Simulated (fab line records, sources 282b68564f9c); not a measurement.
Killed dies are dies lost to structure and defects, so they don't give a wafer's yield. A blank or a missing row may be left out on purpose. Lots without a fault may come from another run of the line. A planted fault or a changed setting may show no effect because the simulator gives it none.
fab line records | flow rit_cmos
record lots=6 wafers=18 last_day=7
route steps=202 shown NLDD@105 PLDD@114
lots that met no fault: from a run of the same line without faults
start_h: hours from the record's first day to the start of the lot's first wafer shown | wait_h: hours since the lot's step before | " the same as in the row above | L1.1+2: a row that stands for several wafers | - no value, or no start given | * or withheld: withheld | < > ~ a bound
route shown NAME@n: a module of which the file shows steps, and the number in the route of the first | usual: mean/standard deviation of fault-free wafers | same: alike in all rows | chamber/n: place in a boat | sites: the reading at each site | _std_site: their standard deviation | _edge_site: outer sites' mean less inner sites' | radius_mm: how far each site lies from the wafer's centre | mask NAME#n: copy n | behind: the tool/chamber that last shaped the wafer | hold: why the lot was held/for how many hours/how that ended | device: the transistor (n, p or np) that didn't switch | end of line: the same wafers' tests at the end of the route | a step without rows: its recipe alone | killed: dies lost to structure and defects at the first sort, not the wafer's yield | map: a wafer's dies, x killed, . not, _ none there
set.NAME: the setting as run; set.NAME@STEP: as run at that earlier step | model.NAME: the simulator's own value behind a step, which no gauge read
lots at some steps of the route; a table a step, a row a wafer
services: from which hour (start_h, from the record's first day; less than 0 if before it) a tool's chamber was out of use, for how many hours, and why
## steps
# step RIT_NLDD_SOFTBAKE_02
# recipe resist=NOVOLAK temp_c=90 time_s=62.18
# usual plate_sensor_t_centre_C=90.970/0.01 plate_sensor_t_edge_C=91.019/0.0096
# columns lot.wafer tool chamber start_h wait_h plate_sensor_t_centre_C plate_sensor_t_edge_C
L434.2 litho_track-01 0 60.84 0.1 90.975 91.015
L434.5 " 0 " " 90.956 91.039
L434.6 " 0 " " 90.986 91.026
L437.2 litho_track-03 0 75.55 0.1 90.993 91.010
L437.3 " 0 " " 90.986 91.024
L437.4 " 0 " " 90.970 91.031
L444.2 litho_track-01 0 113.15 0.1 90.959 91.028
L444.4 " 0 " " 90.945 91.002
L444.5 " 0 " " 90.974 91.018
L445.2 litho_track-03 0 115.93 0.1 90.997 91.019
L445.3 " 0 " " 90.975 91.029
L445.5 " 0 " " 90.978 91.016
L446.2 litho_track-04 0 121.68 0.1 90.971 91.013
L446.4 " 0 " " 90.978 91.019
L446.5 " 0 " " 90.978 91.005
L451.1 litho_track-03 0 146.57 0.1 90.968 91.008
L451.2 " 0 " " 90.972 91.009
L451.5 " 0 " " 90.972 91.019
# step RIT_NLDD_EXPOSE_03
# recipe mask_id=M7 na=0.57 target_cd_nm=40700 dose_mj=250
# step RIT_NLDD_PEB_04
# recipe resist=NOVOLAK temp_c=withheld time_s=withheld
# step RIT_NLDD_DEVELOP_05
# recipe resist=NOVOLAK develop_time_s=50 dev_temp_c=23
# step RIT_NLDD_OVL_MEAS_06
# usual NLDD_OVL=-0.6/1.6
# columns lot.wafer tool chamber start_h wait_h NLDD_OVL[nm]
L434.2 overlay-02 - 61.37 - -1.7
L434.5 " - " " -0.9
L434.6 " - " " -0.8
L437.2 overlay-02 - 76.08 - -2.7
L437.3 " - " " -0.7
L437.4 " - " " -2.2
L444.2 overlay-02 - 113.80 - 1.3
L444.4 " - " " 0.6
L444.5 " - " " 2.1
L445.2 overlay-02 - 116.58 - 0.3
L445.3 " - " " 0.0
L445.5 " - " " 0.5
L446.2 overlay-02 - 122.34 - -2.6
L446.4 " - " " -1.4
L446.5 " - " " -1.7
L451.1 overlay-02 - 147.25 - -1.0
L451.2 " - " " -1.1
L451.5 " - " " -0.8
# step RIT_NLDD_HARDBAKE_07
# recipe resist=NOVOLAK temp_c=141 time_s=60
# step RIT_NLDD_IMPLANT_08
# recipe species=P energy_kev=20 dose_cm2=5e+14 tilt_deg=7
# step RIT_NLDD_STRIP_09
# recipe chemistry=O2 time_s=180 resist=NOVOLAK platen_temp_c=withheld power_w=500 pressure_mtorr=4000 o2_flow_sccm=4000
# usual drypump_motor_current_A=5.5/0.41
# columns lot.wafer tool chamber start_h wait_h drypump_motor_current_A rf_hours_counter_h
L434.2 plasma_asher-04 0 61.70 0.1 5.3 27
L434.5 " 1 " " 5.7 -
L434.6 " 0 " " 5.3 -
L437.2 plasma_asher-01 0 76.41 0.1 4.7 43
L437.3 " 1 " " 5.2 -
L437.4 " 0 " " 4.6 -
L444.2 plasma_asher-04 1 114.13 0.1 5.7 32
L444.4 " 0 " " 5.3 -
L444.5 " 1 " " 5.7 -
L445.2 plasma_asher-01 1 116.91 0.1 5.2 47
L445.3 " 0 " " 4.7 -
L445.5 " 1 " " 5.2 -
L446.2 plasma_asher-02 0 122.68 0.1 5.9 1
L446.4 " 0 " " 5.9 -
L446.5 " 1 " " 5.8 -
L451.1 plasma_asher-02 0 147.59 0.1 5.9 3
L451.2 " 1 " " 5.9 3
L451.5 " 1 " " 5.8 -
# step RIT_NLDD_TW_MEAS_10
# usual NLDD_TW=2507/15
# columns lot.wafer tool chamber start_h wait_h NLDD_TW
L434.2 film_metro-03 - 61.89 0.1 2502
L434.5 " - " " 2530
L434.6 " - " " 2541
L437.2 film_metro-04 - 76.60 0.1 2483
L437.3 " - " " 2483
L437.4 " - " " 2500
L444.2 film_metro-03 - 114.32 0.1 2516
L444.4 " - " " 2499
L444.5 " - " " 2496
L445.2 film_metro-01 - 117.10 0.1 2515
L445.3 " - " " 2530
L445.5 " - " " 2512
L446.2 film_metro-03 - 122.87 0.1 2506
L446.4 " - " " 2502
L446.5 " - " " 2522
L451.1 film_metro-04 - 147.76 0.1 2498
L451.2 " - " " 2484
L451.5 " - " " 2480
# step RIT_PLDD_HMDS_00
# recipe prime_time_s=60 prime_temp_c=140
# step RIT_PLDD_COAT_01
# recipe resist=NOVOLAK spin_rpm=3250 resist_thk_nm=1000
# step RIT_PLDD_SOFTBAKE_02
# recipe resist=NOVOLAK temp_c=90 time_s=60
# step RIT_PLDD_EXPOSE_03
# recipe mask_id=M8 na=0.57 target_cd_nm=40900 dose_mj=250
# usual exposure_dose_mJ_cm2=250.04/0.2 focus_offset_nm=0.0/0.49
# columns lot.wafer tool chamber start_h wait_h mask exposure_dose_mJ_cm2 focus_offset_nm
L434.2 iline_stepper-02 0 62.41 0.1 M8#0 250.07 -0.3
L434.5 " 0 " " M8#0 249.95 -0.9
L434.6 " 0 " " M8#0 249.90 0.3
L437.2 iline_stepper-02 0 77.12 0.1 M8#0 249.87 0.3
L437.3 " 0 " " M8#0 249.99 0.1
L437.4 " 0 " " M8#0 250.00 -0.3
L444.2 iline_stepper-01 - 114.84 0.1 M8#0 - -
L444.4 " - " " M8#0 - -
L444.5 " - " " M8#0 - -
L445.2 iline_stepper-02 - 117.74 0.2 M8#0 - -
L445.3 " - " " M8#0 - -
L445.5 " - " " M8#0 - -
L446.2 iline_stepper-02 0 123.39 0.1 M8#0 250.04 0.2
L446.4 " 0 " " M8#0 250.24 0.2
L446.5 " 0 " " M8#0 249.99 1.1
L451.1 iline_stepper-02 0 148.27 0.1 M8#0 250.15 -0.1
L451.2 " 0 " " M8#0 250.07 0.6
L451.5 " 0 " " M8#0 249.91 0.4
# step RIT_PLDD_PEB_04
# recipe resist=NOVOLAK temp_c=withheld time_s=withheld
## services
# columns tool chamber start_h hours kind
iline_stepper-01 - 90.49 1.7 pm
plasma_asher-02 - 108.75 9.0 pm
plasma_asher-02 0 108.75 9.0 vent_cycle
plasma_asher-02 1 108.75 9.0 vent_cycle
plasma_asher-02 0 117.75 - clean
plasma_asher-02 1 117.75 - clean
iline_stepper-02 - 126.80 1.7 pm
## key
first_sign step=RIT_PLDD_EXPOSE_03 reading=tool_record direction=missing
effect none on later readings
met_at RIT_PLDD_EXPOSE_03
struck_wafers L444.2,L444.4,L444.5,L445.2,L445.3,L445.5
sort_left_out L444.2,L444.4,L444.5,L445.2,L445.3,L445.5
tester_left_out L444,L445
onset_between 77.12 114.84
fault kind=skipped_step_whole tool=iline_stepper-01,iline_stepper-02 chamber=- onset_h=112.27 steps=RIT_PLDD_EXPOSE_03 scope=struck_lots_only
# tester_left_out: of these lots the tester's yield and bins aren't shown, on N5 and GAA mostly nor the transistor test; their killed dies are dies lost to structure and defects alone, not to doping, threshold or leakage, so they don't give the yield
# sort_left_out: the simulated sort isn't trusted on such a fault, so these wafers' sort isn't shown, and their yield isn't known
